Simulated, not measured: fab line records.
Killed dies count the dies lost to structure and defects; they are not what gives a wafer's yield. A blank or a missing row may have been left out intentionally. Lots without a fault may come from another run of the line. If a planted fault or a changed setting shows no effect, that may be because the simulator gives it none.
2 desks looking at one fault ; flow berkeley-cmos170 ; every desk sees just its own numbers, and what lay behind them comes last

AT THE TOOL OWNER'S DESK: pecvd-01
The tool's own readings at UCB170_V1_CVD_00 (deposits SiO2 from TEOS/O2, target thk 2000 nm, time 250 s): means of the sampled wafers that have a number, for each lot that ran on this tool. The brackets show how far a lot's mean lies from the usual mean; more than 4 standard deviations puts the lot out of limits, marked OUT.
Columns: A = heater-power-w at UCB170_V1_CVD_00, usual 248 W
lot;first seen here;A
L366;day 8 22:59;242
L373;day 10 09:35;270
L376;day 10 22:31;245
L385;day 12 18:06;281
L382;day 12 22:58;303
Result from this desk: across the 5 lots, nothing is out of limits.

AT THE METROLOGY DESK
Lot by lot, what the gauges showed, no matter which tool ran the lot: averages of those sampled wafers that carry a number. The brackets show how far a lot's mean lies from the usual mean; more than 4 standard deviations puts the lot out of limits, marked OUT.
Columns: A = M1_AL_RS at UCB170_M1_RS_MEAS_01, usual 0.0483 ohm/sq; B = V1_TEOS_THK at UCB170_V1_THK_MEAS_01, usual 1999 nm; C = V1_OVL at UCB170_V1_OVL_MEAS_13, usual 2 nm
lot;first seen here;A;B;C
L365;day 7 16:42;0.0483;1989;13
L366;day 8 19:58;0.0478;1997;6
L367;day 8 20:14;0.0486;2000;3
L368;day 8 21:52;0.0487;1973;2
L371;day 9 17:52;0.0490;1991;-3
L373;day 10 06:43;0.0483;1977;1
L374;day 10 16:08;0.0485;2042;6
L376;day 10 19:29;0.0481;2001;-1
L375;day 10 19:50;0.0481;1974;7
L377;day 11 06:50;0.0480;2005;3
L385;day 12 14:37;0.0481;3286 (+48) OUT;5
L382;day 12 18:42;0.0482;3248 (+46) OUT;-2
L384;day 12 18:55;0.0490;1999;-2
L388;day 12 19:39;0.0483;2006;-2
Finding of this desk: L382, L385 out of limits, first seen on L385 at day 12 18:16 (V1_TEOS_THK at UCB170_V1_THK_MEAS_01). In limits: L365, L366, L367, L368, L371, L373, L374, L376, L375, L377, L384, L388.

ALL TOGETHER
On L382, L385, the metrology desk was in a position to raise an alarm at day 12 18:16.
The tool owner's desk saw nothing out of limits.
Tool owner's desk: L382, L385 on record, inside its limits.
All the named lots went through UCB170_V1_CVD_00 on pecvd-01.

WHAT HAD BEEN PUT IN BY THE SIMULATOR
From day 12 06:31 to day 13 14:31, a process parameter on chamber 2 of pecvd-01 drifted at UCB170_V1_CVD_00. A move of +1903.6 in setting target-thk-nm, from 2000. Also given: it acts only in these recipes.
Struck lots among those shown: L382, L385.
Time in hours between the start of the fault and the first out-of-limits reading at each desk: metrology desk, 12.
